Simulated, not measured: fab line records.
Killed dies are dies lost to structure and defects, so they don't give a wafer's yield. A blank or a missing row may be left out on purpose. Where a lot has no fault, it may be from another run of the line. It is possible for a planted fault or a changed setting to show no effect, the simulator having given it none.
fab line records || flow rit-cmos
record {"lots": 14, "wafers": 42, "last-day": 8}
route steps=202 shown GATE@79 M1@202
lots that met no fault: taken from a fault-free run of the same line
start-h: the number of hours between the record's first day and the start of the first shown wafer of the lot || wait-h: hours elapsed since this lot's preceding step || " unchanged from the row above || L1.1+2: one row covering several wafers at once || - no value, or no start given || * or withheld: withheld || < > ~ a bound
route shown NAME@n: names a module that has steps shown in the file, with the first one's number in the route || usual: mean and standard deviation over wafers with no fault || same: alike in all rows || chamber/n: place in a boat || sites: readings site by site || _std_site: the values' standard deviation || _edge_site: the outer-site mean with the inner-site mean subtracted || radius-mm: how far each site lies from the wafer's centre || mask NAME#n: copy n || behind: the tool/chamber that last shaped the wafer || hold: reason for holding the lot/hours on hold/outcome of the hold || device: whichever transistor did not switch (one of n, p or np) || end of line: the tests these same wafers got at the end of their route || a step with no rows: only its recipe || killed: not the wafer's yield, but the dies lost to structure and defects at the first sort || map: per-die view of a wafer (x killed, . not killed, _ where there is no die)
set.NAME: the setting that was run; set.NAME@STEP: the one run at that earlier step || model.NAME: the simulator's own value behind a step, which no gauge read
route steps across a sampled set of lots; one table per step, one row per wafer
services: a tool's chamber out of use, with start hour (start-h, from the record's first day; less than 0 if before it), hours out, and reason
## steps
# step RIT_GATE_CLEAN_04
# recipe {"chemistry": "dHF", "dilution": "50:1", "time-s": 60, "dry": "n2-spin"}
# usual {"run-length-s": "86.9/2.8"}
{"lot.wafer": "L892.4", "tool": "wet-bench-03", "chamber": 3, "start-h": 36.03, "wait-h": 0.0, "run-length-s": 84.3}
{"lot.wafer": "L892.5", "tool": "wet-bench-03", "chamber": 3, "start-h": 36.03, "wait-h": 0.0, "run-length-s": 84.3}
{"lot.wafer": "L892.6", "tool": "wet-bench-03", "chamber": 3, "start-h": 36.03, "wait-h": 0.0, "run-length-s": 84.3}
{"lot.wafer": "L894.3", "tool": "wet-bench-01", "chamber": 0, "start-h": 42.42, "wait-h": 0.0, "run-length-s": 86.5}
{"lot.wafer": "L894.5", "tool": "wet-bench-01", "chamber": 0, "start-h": 42.42, "wait-h": 0.0, "run-length-s": 86.5}
{"lot.wafer": "L894.6", "tool": "wet-bench-01", "chamber": 0, "start-h": 42.42, "wait-h": 0.0, "run-length-s": 86.5}
{"lot.wafer": "L895.2", "tool": "wet-bench-03", "chamber": 1, "start-h": 47.97, "wait-h": 0.0, "run-length-s": 93.8}
{"lot.wafer": "L895.3", "tool": "wet-bench-03", "chamber": 1, "start-h": 47.97, "wait-h": 0.0, "run-length-s": 93.8}
{"lot.wafer": "L895.6", "tool": "wet-bench-03", "chamber": 1, "start-h": 47.97, "wait-h": 0.0, "run-length-s": 93.8}
{"lot.wafer": "L896.1", "tool": "wet-bench-04", "chamber": 1, "start-h": 53.43, "wait-h": 0.0, "run-length-s": 85.4}
{"lot.wafer": "L896.4", "tool": "wet-bench-04", "chamber": 1, "start-h": 53.43, "wait-h": 0.0, "run-length-s": 85.4}
{"lot.wafer": "L896.5", "tool": "wet-bench-04", "chamber": 1, "start-h": 53.43, "wait-h": 0.0, "run-length-s": 85.4}
{"lot.wafer": "L898.3", "tool": "wet-bench-03", "chamber": 1, "start-h": 63.82, "wait-h": 0.0, "run-length-s": 87.1}
{"lot.wafer": "L898.4", "tool": "wet-bench-03", "chamber": 1, "start-h": 63.82, "wait-h": 0.0, "run-length-s": 87.1}
{"lot.wafer": "L898.5", "tool": "wet-bench-03", "chamber": 1, "start-h": 63.82, "wait-h": 0.0, "run-length-s": 87.1}
{"lot.wafer": "L899.2", "tool": "wet-bench-03", "chamber": 1, "start-h": 68.82, "wait-h": 0.0, "run-length-s": 88.8}
{"lot.wafer": "L899.5", "tool": "wet-bench-03", "chamber": 1, "start-h": 68.82, "wait-h": 0.0, "run-length-s": 88.8}
{"lot.wafer": "L899.6", "tool": "wet-bench-03", "chamber": 1, "start-h": 68.82, "wait-h": 0.0, "run-length-s": 88.8}
{"lot.wafer": "L904.3", "tool": "wet-bench-03", "chamber": 2, "start-h": 94.47, "wait-h": 0.0, "run-length-s": 143.8}
{"lot.wafer": "L904.5", "tool": "wet-bench-03", "chamber": 2, "start-h": 94.47, "wait-h": 0.0, "run-length-s": 143.8}
{"lot.wafer": "L904.6", "tool": "wet-bench-03", "chamber": 2, "start-h": 94.47, "wait-h": 0.0, "run-length-s": 143.8}
{"lot.wafer": "L905.4", "tool": "wet-bench-03", "chamber": 0, "start-h": 98.18, "wait-h": 0.0, "run-length-s": 144.5}
{"lot.wafer": "L905.5", "tool": "wet-bench-03", "chamber": 0, "start-h": 98.18, "wait-h": 0.0, "run-length-s": 144.5}
{"lot.wafer": "L905.6", "tool": "wet-bench-03", "chamber": 0, "start-h": 98.18, "wait-h": 0.0, "run-length-s": 144.5}
{"lot.wafer": "L906.3", "tool": "wet-bench-01", "chamber": 1, "start-h": 102.35, "wait-h": 0.0, "run-length-s": 85.5}
{"lot.wafer": "L906.5", "tool": "wet-bench-01", "chamber": 1, "start-h": 102.35, "wait-h": 0.0, "run-length-s": 85.5}
{"lot.wafer": "L906.6", "tool": "wet-bench-01", "chamber": 1, "start-h": 102.35, "wait-h": 0.0, "run-length-s": 85.5}
{"lot.wafer": "L907.1", "tool": "wet-bench-01", "chamber": 2, "start-h": 108.75, "wait-h": 0.0, "run-length-s": 85.2}
{"lot.wafer": "L907.2", "tool": "wet-bench-01", "chamber": 2, "start-h": 108.75, "wait-h": 0.0, "run-length-s": 85.2}
{"lot.wafer": "L907.5", "tool": "wet-bench-01", "chamber": 2, "start-h": 108.75, "wait-h": 0.0, "run-length-s": 85.2}
{"lot.wafer": "L911.2", "tool": "wet-bench-04", "chamber": 3, "start-h": 128.70, "wait-h": 0.0, "run-length-s": 86.1}
{"lot.wafer": "L911.3", "tool": "wet-bench-04", "chamber": 3, "start-h": 128.70, "wait-h": 0.0, "run-length-s": 86.1}
{"lot.wafer": "L911.4", "tool": "wet-bench-04", "chamber": 3, "start-h": 128.70, "wait-h": 0.0, "run-length-s": 86.1}
{"lot.wafer": "L912.2", "tool": "wet-bench-01", "chamber": 1, "start-h": 134.80, "wait-h": 0.0, "run-length-s": 85.3}
{"lot.wafer": "L912.3", "tool": "wet-bench-01", "chamber": 1, "start-h": 134.80, "wait-h": 0.0, "run-length-s": 85.3}
{"lot.wafer": "L912.4", "tool": "wet-bench-01", "chamber": 1, "start-h": 134.80, "wait-h": 0.0, "run-length-s": 85.3}
{"lot.wafer": "L913.1", "tool": "wet-bench-01", "chamber": 1, "start-h": 148.06, "wait-h": 0.0, "run-length-s": 85.9}
{"lot.wafer": "L913.3", "tool": "wet-bench-01", "chamber": 1, "start-h": 148.06, "wait-h": 0.0, "run-length-s": 85.9}
{"lot.wafer": "L913.6", "tool": "wet-bench-01", "chamber": 1, "start-h": 148.06, "wait-h": 0.0, "run-length-s": 85.9}
{"lot.wafer": "L915.2", "tool": "wet-bench-04", "chamber": 2, "start-h": 166.14, "wait-h": 0.0, "run-length-s": 86.3}
{"lot.wafer": "L915.3", "tool": "wet-bench-04", "chamber": 2, "start-h": 166.14, "wait-h": 0.0, "run-length-s": 86.3}
{"lot.wafer": "L915.4", "tool": "wet-bench-04", "chamber": 2, "start-h": 166.14, "wait-h": 0.0, "run-length-s": 86.3}
# step RIT_M1_PROBE_99
# usual {"killed-at-contacts": "0.1/0.25", "killed-at-front-end": "7/3.3", "killed-dies": "7/3.2", "killed-open": "3.6/2.2", "killed-short": "3.5/2"}
# same {"gross-dies": 264, "killed_at_M0_to_M3": 0, "killed_at_M4_up": 0, "killed-at-back-side": 0, "killed-at-other": 0}
{"lot.wafer": "L904.5", "tool": "prober-02", "chamber": "-", "start-h": 121.65, "wait-h": 0.2, "killed-at-contacts": 0, "killed-at-front-end": 4, "killed-dies": 4, "killed-open": 2, "killed-short": 2}
{"lot.wafer": "L906.3", "tool": "prober-02", "chamber": "-", "start-h": 128.15, "wait-h": 0.2, "killed-at-contacts": 0, "killed-at-front-end": 15, "killed-dies": 15, "killed-open": 11, "killed-short": 4}
{"lot.wafer": "L906.5", "tool": "prober-02", "chamber": "-", "start-h": 128.25, "wait-h": 0.2, "killed-at-contacts": 0, "killed-at-front-end": 8, "killed-dies": 8, "killed-open": 3, "killed-short": 5}
{"lot.wafer": "L906.6", "tool": "prober-02", "chamber": "-", "start-h": 128.30, "wait-h": 0.2, "killed-at-contacts": 0, "killed-at-front-end": 6, "killed-dies": 6, "killed-open": 4, "killed-short": 2}
{"lot.wafer": "L911.2", "tool": "prober-01", "chamber": "-", "start-h": 168.10, "wait-h": 0.1, "killed-at-contacts": 0, "killed-at-front-end": 8, "killed-dies": 8, "killed-open": 5, "killed-short": 3}
{"lot.wafer": "L911.3", "tool": "prober-01", "chamber": "-", "start-h": 168.15, "wait-h": 0.2, "killed-at-contacts": 0, "killed-at-front-end": 4, "killed-dies": 4, "killed-open": 2, "killed-short": 2}
{"lot.wafer": "L911.4", "tool": "prober-01", "chamber": "-", "start-h": 168.20, "wait-h": 0.2, "killed-at-contacts": 0, "killed-at-front-end": 12, "killed-dies": 12, "killed-open": 10, "killed-short": 2}
{"lot.wafer": "L912.2", "tool": "prober-02", "chamber": "-", "start-h": 178.66, "wait-h": 0.1, "killed-at-contacts": 0, "killed-at-front-end": 9, "killed-dies": 9, "killed-open": 3, "killed-short": 6}
{"lot.wafer": "L912.3", "tool": "prober-02", "chamber": "-", "start-h": 178.71, "wait-h": 0.2, "killed-at-contacts": 0, "killed-at-front-end": 13, "killed-dies": 13, "killed-open": 7, "killed-short": 6}
{"lot.wafer": "L912.4", "tool": "prober-02", "chamber": "-", "start-h": 178.76, "wait-h": 0.2, "killed-at-contacts": 0, "killed-at-front-end": 6, "killed-dies": 6, "killed-open": 2, "killed-short": 4}
# killed by level:class
L904.5 FOX1:geometric-particle:short=1 FOX1:geometric-particle:open=1 GATE:geometric-particle:short=1 GATE:geometric-particle:open=1
L906.3 GATE:geometric-particle:open=8 GATE:geometric-particle:short=2 ACTIVE:geometric-particle:open=1 FOX1:geometric-particle:open=1 FOX2:geometric-particle:short=1 REOX:geometric-particle:short=1 SPACER:geometric-particle:open=1
L906.5 GATE:geometric-particle:short=4 GATE:geometric-particle:open=2 SPACER:geometric-particle:open=1 SPACER:geometric-particle:short=1
L906.6 GATE:geometric-particle:short=2 FOX1:geometric-particle:open=1 FOX2:geometric-particle:open=1 GATE:geometric-particle:open=1 REOX:geometric-particle:open=1
L911.2 GATE:geometric-particle:open=2 SPACER:geometric-particle:open=2 FOX1:geometric-particle:short=1 FOX2:geometric-particle:short=1 GATE:geometric-particle:short=1 REOX:geometric-particle:open=1
L911.3 ACTIVE:geometric-particle:short=1 FOX1:geometric-particle:short=1 SPACER:geometric-particle:open=1 SILICIDE:geometric-particle:open=1
L911.4 GATE:geometric-particle:open=4 REOX:geometric-particle:open=4 GATE:geometric-particle:short=1 SPACER:geometric-particle:open=1 SILICIDE:geometric-particle:open=1 SILICIDE:geometric-particle:short=1
L912.2 GATE:geometric-particle:short=3 SILICIDE:geometric-particle:short=2 FOX1:geometric-particle:open=1 REOX:geometric-particle:short=1 SPACER:geometric-particle:open=1 SILICIDE:geometric-particle:open=1
L912.3 GATE:geometric-particle:short=3 FOX1:geometric-particle:open=2 SPACER:geometric-particle:open=2 SILICIDE:geometric-particle:open=2 FOX1:geometric-particle:short=1 GATE:geometric-particle:open=1 SPACER:geometric-particle:short=1 SILICIDE:geometric-particle:short=1
L912.4 FOX1:geometric-particle:short=2 GATE:geometric-particle:open=2 GATE:geometric-particle:short=1 REOX:geometric-particle:short=1
## services
{"tool": "wet-bench-04", "chamber": "-", "start-h": 81.17, "hours": 38.2, "kind": "pm"}
{"tool": "wet-bench-03", "chamber": "-", "start-h": 108.23, "hours": 1.9, "kind": "pm"}
## key
first-sign {"step": "RIT_GATE_CLEAN_04", "reading": "run-length-s", "direction": "up", "sigmas": 21, "usual": "*", "struck": "*"}
effect none on later readings
met-at RIT_GATE_CLEAN_04
struck-lots L904,L905
tester-left-out L904,L905
onset-between 68.82 94.47
fault {"kind": "process-parameter-drift", "tool": "wet-bench-03", "chamber": "-", "onset-h": 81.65, "steps": "RIT_GATE_CLEAN_04", "channel": "time-s", "offset": "*", "shape": "step", "end-h": 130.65, "acts-in": "*", "stated": "*"}
# tester-left-out: of these lots the tester's yield and bins aren't shown, on N5 and GAA mostly nor the transistor test; their killed dies are dies lost to structure and defects alone, not to doping, threshold or leakage, so they don't give the yield
